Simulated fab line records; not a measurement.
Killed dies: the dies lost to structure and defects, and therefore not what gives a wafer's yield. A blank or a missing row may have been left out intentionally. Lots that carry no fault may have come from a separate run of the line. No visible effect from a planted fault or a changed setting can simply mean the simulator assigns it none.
Split-lot experiment :: flow rit cmos :: 23 wafers read from 5 lots, route of 202 steps

## THE SPLIT
At RIT_PLDD_HARDBAKE_07 (time 60 s), the setting temp c was moved away from the recipe's 140 C on 9 of the 23 wafers read, by -2.8% to +2.9%. For the rest of the wafers, this setting stayed at what the recipe calls for.

The reading comes from the split's own step.

## THE READING
NOVOLAK_of_PLDD_COAT_01.thk nm (the simulator's own value, which no gauge read), in nm, at RIT_PLDD_HARDBAKE_07 (time 60 s). The file gives no usual value for it. Average 885.1 nm, standard deviation 2.1 nm, over the 14 wafers here run with the recipe.

wafer: L075.2
tool, chamber at the split: litho track-04, 0
temp c as run, C: 140
against the recipe: recipe
NOVOLAK_of_PLDD_COAT_01.thk nm, nm: 886
against lot-mates on the recipe: -

wafer: L075.3
tool, chamber at the split: litho track-04, 0
temp c as run, C: 140
against the recipe: recipe
NOVOLAK_of_PLDD_COAT_01.thk nm, nm: 886.3
against lot-mates on the recipe: -

wafer: L075.5
tool, chamber at the split: litho track-04, 0
temp c as run, C: 140
against the recipe: recipe
NOVOLAK_of_PLDD_COAT_01.thk nm, nm: 887.3
against lot-mates on the recipe: -

wafer: L077.1
tool, chamber at the split: litho track-01, 0
temp c as run, C: 136.7
against the recipe: -2.4%
NOVOLAK_of_PLDD_COAT_01.thk nm, nm: 891.5
against lot-mates on the recipe: +3.8

wafer: L077.2
tool, chamber at the split: litho track-01, 0
temp c as run, C: 136.7
against the recipe: -2.4%
NOVOLAK_of_PLDD_COAT_01.thk nm, nm: 891.2
against lot-mates on the recipe: +3.5

wafer: L077.3
tool, chamber at the split: litho track-01, 0
temp c as run, C: 140
against the recipe: recipe
NOVOLAK_of_PLDD_COAT_01.thk nm, nm: 887
against lot-mates on the recipe: -

wafer: L077.4
tool, chamber at the split: litho track-01, 0
temp c as run, C: 140
against the recipe: recipe
NOVOLAK_of_PLDD_COAT_01.thk nm, nm: 887.9
against lot-mates on the recipe: -

wafer: L077.6
tool, chamber at the split: litho track-01, 0
temp c as run, C: 140
against the recipe: recipe
NOVOLAK_of_PLDD_COAT_01.thk nm, nm: 888.2
against lot-mates on the recipe: -

wafer: L080.1
tool, chamber at the split: litho track-04, 0
temp c as run, C: 140
against the recipe: recipe
NOVOLAK_of_PLDD_COAT_01.thk nm, nm: 882.1
against lot-mates on the recipe: -

wafer: L080.2
tool, chamber at the split: litho track-04, 0
temp c as run, C: 140
against the recipe: recipe
NOVOLAK_of_PLDD_COAT_01.thk nm, nm: 885.2
against lot-mates on the recipe: -

wafer: L080.3
tool, chamber at the split: litho track-04, 0
temp c as run, C: 144.1
against the recipe: +2.9%
NOVOLAK_of_PLDD_COAT_01.thk nm, nm: 877
against lot-mates on the recipe: -6.4

wafer: L080.4
tool, chamber at the split: litho track-04, 0
temp c as run, C: 144.1
against the recipe: +2.9%
NOVOLAK_of_PLDD_COAT_01.thk nm, nm: 879.1
against lot-mates on the recipe: -4.3

wafer: L080.5
tool, chamber at the split: litho track-04, 0
temp c as run, C: 140
against the recipe: recipe
NOVOLAK_of_PLDD_COAT_01.thk nm, nm: 882.9
against lot-mates on the recipe: -

wafer: L083.1
tool, chamber at the split: litho track-04, 0
temp c as run, C: 136.1
against the recipe: -2.8%
NOVOLAK_of_PLDD_COAT_01.thk nm, nm: 889.1
against lot-mates on the recipe: +3.9

wafer: L083.2
tool, chamber at the split: litho track-04, 0
temp c as run, C: 140
against the recipe: recipe
NOVOLAK_of_PLDD_COAT_01.thk nm, nm: 884.5
against lot-mates on the recipe: -

wafer: L083.4
tool, chamber at the split: litho track-04, 0
temp c as run, C: 136.1
against the recipe: -2.8%
NOVOLAK_of_PLDD_COAT_01.thk nm, nm: 891.1
against lot-mates on the recipe: +5.9

wafer: L083.5
tool, chamber at the split: litho track-04, 0
temp c as run, C: 136.1
against the recipe: -2.8%
NOVOLAK_of_PLDD_COAT_01.thk nm, nm: 891.6
against lot-mates on the recipe: +6.4

wafer: L083.6
tool, chamber at the split: litho track-04, 0
temp c as run, C: 140
against the recipe: recipe
NOVOLAK_of_PLDD_COAT_01.thk nm, nm: 886
against lot-mates on the recipe: -

wafer: L084.1
tool, chamber at the split: litho track-04, 0
temp c as run, C: 140
against the recipe: recipe
NOVOLAK_of_PLDD_COAT_01.thk nm, nm: 882.7
against lot-mates on the recipe: -

wafer: L084.2
tool, chamber at the split: litho track-04, 0
temp c as run, C: 140
against the recipe: recipe
NOVOLAK_of_PLDD_COAT_01.thk nm, nm: 883.7
against lot-mates on the recipe: -

wafer: L084.4
tool, chamber at the split: litho track-04, 0
temp c as run, C: 136.9
against the recipe: -2.2%
NOVOLAK_of_PLDD_COAT_01.thk nm, nm: 888.3
against lot-mates on the recipe: +5.5

wafer: L084.5
tool, chamber at the split: litho track-04, 0
temp c as run, C: 136.9
against the recipe: -2.2%
NOVOLAK_of_PLDD_COAT_01.thk nm, nm: 887.6
against lot-mates on the recipe: +4.8

wafer: L084.6
tool, chamber at the split: litho track-04, 0
temp c as run, C: 140
against the recipe: recipe
NOVOLAK_of_PLDD_COAT_01.thk nm, nm: 881.9
against lot-mates on the recipe: -

THE FIT
A straight line over all 23 wafers: NOVOLAK_of_PLDD_COAT_01.thk nm changes by -2.14 nm for each +1% of temp c; r = -0.87; the points scatter about the line by 1.9 nm.
The same after taking each lot's own level away (the mean of its wafers on the recipe; 23 wafers): -1.89 nm for each +1%; r = -0.96; scatter 0.95 nm.
On that fit, the largest move of temp c shifts the reading by 5.5 nm.
The lots' own levels span 882.77 to 887.70 nm, that is 2.4 times the standard deviation above.
Hence the slope depends on the lot-to-lot level, as the two fits are not the same.
Check: with one of the wafers moved furthest among these (+2.9%) left out of the fit, the line predicts -5.16 nm for it against its lot-mates. Against them it came out at -6.4 nm.

## THESE WAFERS: OTHER SPLITS
Note: prior to the reading, these wafers also went through further splits. Each is held against what the fit with the lots' levels taken away leaves over:
other split on the same wafers: RIT_ACTIVE_OXIDATION_01 ox time s
wafers away from the commonest value: 15
r with NOVOLAK_of_PLDD_COAT_01.thk nm (lot level and that fit taken away): +0.05

other split on the same wafers: RIT_NRETRO_IMPLANT_08 energy kev
wafers away from the commonest value: 6
r with NOVOLAK_of_PLDD_COAT_01.thk nm (lot level and that fit taken away): -0.06

other split on the same wafers: RIT_PRETRO_IMPLANT_08 dose cm2
wafers away from the commonest value: 11
r with NOVOLAK_of_PLDD_COAT_01.thk nm (lot level and that fit taken away): -0.14

other split on the same wafers: RIT_GATE_OXIDATION_05 ox time s
wafers away from the commonest value: 15
r with NOVOLAK_of_PLDD_COAT_01.thk nm (lot level and that fit taken away): +0.20

other split on the same wafers: RIT_GATE_DEVELOP_15 dev temp c
wafers away from the commonest value: 7
r with NOVOLAK_of_PLDD_COAT_01.thk nm (lot level and that fit taken away): +0.09

other split on the same wafers: RIT_REOX_OXIDATION_03 temp c
wafers away from the commonest value: 15
r with NOVOLAK_of_PLDD_COAT_01.thk nm (lot level and that fit taken away): -0.05

other split on the same wafers: RIT_NLDD_IMPLANT_08 energy kev
wafers away from the commonest value: 5
r with NOVOLAK_of_PLDD_COAT_01.thk nm (lot level and that fit taken away): -0.35

## THE FILE'S OWN FIT
NOVOLAK_of_PLDD_COAT_01.thk nm changes by -1.89 nm for each +1% of temp c, r = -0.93.
